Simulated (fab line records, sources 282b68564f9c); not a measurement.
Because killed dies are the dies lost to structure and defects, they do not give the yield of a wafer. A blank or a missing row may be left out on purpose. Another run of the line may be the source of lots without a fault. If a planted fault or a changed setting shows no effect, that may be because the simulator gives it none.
The tool behind it: which one? / flow rit_cmos / 16 lots with 48 wafers sampled at 2 steps, on a route of 202 steps

## WHAT THE GAUGES READ, wafer by wafer
RIT_GATE_CD_MEAS_16 targets a cd of 150 nm. Usual: 147.7 nm for cd_nm, sd 2.5.
lot=L686; measured=day 2 15:10; on=cd_sem-02; cd_nm (nm)=147.1 146.2 146.0; flag=
lot=L687; measured=day 2 19:06; on=cd_sem-02; cd_nm (nm)=145.4 147.0 149.0; flag=
lot=L688; measured=day 2 22:20; on=cd_sem-02; cd_nm (nm)=146.0 146.4 145.7; flag=
lot=L689; measured=day 3 02:59; on=cd_sem-02; cd_nm (nm)=152.0 148.9 150.2; flag=
lot=L690; measured=day 3 10:38; on=cd_sem-02; cd_nm (nm)=146.6 147.0 147.7; flag=
lot=L691; measured=day 3 15:42; on=cd_sem-02; cd_nm (nm)=184.9 184.3 185.1; flag=OFF
lot=L692; measured=day 3 18:39; on=cd_sem-02; cd_nm (nm)=181.0 182.2 182.4; flag=OFF
lot=L693; measured=day 3 23:35; on=cd_sem-02; cd_nm (nm)=170.5 168.8 168.2; flag=OFF
lot=L694; measured=day 4 04:25; on=cd_sem-01; cd_nm (nm)=167.3 169.3 166.6; flag=OFF
lot=L698; measured=day 5 00:00; on=cd_sem-02; cd_nm (nm)=147.1 148.8 146.0; flag=
lot=L701; measured=day 5 15:47; on=cd_sem-01; cd_nm (nm)=148.9 146.7 148.6; flag=
lot=L704; measured=day 6 12:22; on=cd_sem-02; cd_nm (nm)=144.6 145.4 144.1; flag=
lot=L706; measured=day 6 21:05; on=cd_sem-02; cd_nm (nm)=146.9 147.0 146.0; flag=
lot=L707; measured=day 7 02:31; on=cd_sem-02; cd_nm (nm)=147.2 147.9 146.4; flag=
lot=L708; measured=day 7 04:53; on=cd_sem-02; cd_nm (nm)=143.1 145.1 141.8; flag=
lot=L709; measured=day 7 08:50; on=cd_sem-02; cd_nm (nm)=151.1 148.5 147.7; flag=

## WHAT TOOL EACH LOT RAN ON (gives the tool, then ch and the chambers of the sampled wafers, and finally the start)
lot=L686; RIT_GATE_EXPOSE_13=iline_stepper-02 ch 0, day 2 14:46
lot=L687; RIT_GATE_EXPOSE_13=iline_stepper-01 ch 0, day 2 18:42
lot=L688; RIT_GATE_EXPOSE_13=iline_stepper-01 ch 0, day 2 21:56
lot=L689; RIT_GATE_EXPOSE_13=iline_stepper-01 ch 0, day 3 02:35
lot=L690; RIT_GATE_EXPOSE_13=iline_stepper-01 ch 0, day 3 10:12
lot=L691; RIT_GATE_EXPOSE_13=iline_stepper-01 ch 0, day 3 15:12
lot=L692; RIT_GATE_EXPOSE_13=iline_stepper-01 ch 0, day 3 18:15
lot=L693; RIT_GATE_EXPOSE_13=iline_stepper-01 ch 0, day 3 23:10
lot=L694; RIT_GATE_EXPOSE_13=iline_stepper-01 ch 0, day 4 03:57
lot=L698; RIT_GATE_EXPOSE_13=iline_stepper-02 ch 0, day 4 23:36
lot=L701; RIT_GATE_EXPOSE_13=iline_stepper-02 ch 0, day 5 15:23
lot=L704; RIT_GATE_EXPOSE_13=iline_stepper-02 ch 0, day 6 11:58
lot=L706; RIT_GATE_EXPOSE_13=iline_stepper-02 ch 0, day 6 20:41
lot=L707; RIT_GATE_EXPOSE_13=iline_stepper-02 ch 0, day 7 02:07
lot=L708; RIT_GATE_EXPOSE_13=iline_stepper-02 ch 0, day 7 04:29
lot=L709; RIT_GATE_EXPOSE_13=iline_stepper-02 ch 0, day 7 08:26
- RIT_GATE_EXPOSE_13: exposes mask M6, target cd 150 nm.

## WHAT THE TOOLS THEMSELVES READ (means of the sampled wafers that have a number; where no wafer has one, the mark that the record gives instead)
RIT_GATE_EXPOSE_13. Usual: 379.0 for exposure_dose_mJ_cm2, sd 1.4.
lot=L686 tool=iline_stepper-02 exposure_dose_mJ_cm2=377.4 flag=
lot=L687 tool=iline_stepper-01 exposure_dose_mJ_cm2=379.9 flag=
lot=L688 tool=iline_stepper-01 exposure_dose_mJ_cm2=380.3 flag=
lot=L689 tool=iline_stepper-01 exposure_dose_mJ_cm2=379.7 flag=
lot=L690 tool=iline_stepper-01 exposure_dose_mJ_cm2=380.6 flag=
lot=L691 tool=iline_stepper-01 exposure_dose_mJ_cm2=351.9 flag=OFF
lot=L692 tool=iline_stepper-01 exposure_dose_mJ_cm2=357.6 flag=OFF
lot=L693 tool=iline_stepper-01 exposure_dose_mJ_cm2=363.0 flag=OFF
lot=L694 tool=iline_stepper-01 exposure_dose_mJ_cm2=366.2 flag=OFF
lot=L698 tool=iline_stepper-02 exposure_dose_mJ_cm2=377.1 flag=
lot=L701 tool=iline_stepper-02 exposure_dose_mJ_cm2=377.3 flag=
lot=L704 tool=iline_stepper-02 exposure_dose_mJ_cm2=377.1 flag=
lot=L706 tool=iline_stepper-02 exposure_dose_mJ_cm2=377.4 flag=
lot=L707 tool=iline_stepper-02 exposure_dose_mJ_cm2=377.5 flag=
lot=L708 tool=iline_stepper-02 exposure_dose_mJ_cm2=376.9 flag=
lot=L709 tool=iline_stepper-02 exposure_dose_mJ_cm2=377.2 flag=

## THE ANSWER, worked out from the rows above alone
Rule: lot off if the mean of its wafers having a number is beyond 3 standard deviations from the usual mean. Also off: a lot with no number at a reading for which 4 or more lots have one. The other lots that the step has rows for count as sound. Order of review: gauges by route order, followed by the tools' own readings, for which a lot's mean as printed above is used. The first step at which some lot is off is used, and at that step the reading that is off furthest; a lot without a number counts as furthest.
Off at RIT_GATE_CD_MEAS_16 (cd_nm): L691, L692, L693, L694.
A tool fits if, at a process step before that reading, it ran every lot that is off, and no sound lot after the first of them. The gauges at RIT_GATE_CD_MEAS_16 aren't tried: what is off there is off at RIT_GATE_EXPOSE_13 too, on other tools, and a gauge's error can't cause that. One candidate fits, namely iline_stepper-01 at RIT_GATE_EXPOSE_13. Its last sound lot is L690 (day 3 10:12), its first lot that is off L691 (day 3 15:12): a fault that began between those two fits.
On the lots that are off, the tool's own readings at RIT_GATE_EXPOSE_13 differ by more than 5 times the standard deviation of the sound lots' means, which bears it out; exposure_dose_mJ_cm2 reads 359.7 there versus 378.2 on the sound lots.

## WHAT THE SIMULATOR HAD PUT IN
Process parameters drifting: iline_stepper-01 at RIT_GATE_EXPOSE_13, beginning at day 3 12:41. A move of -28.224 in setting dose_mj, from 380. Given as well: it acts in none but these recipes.
Struck lots among those shown: L691, L692, L693, L694. The same result came from the rule above.
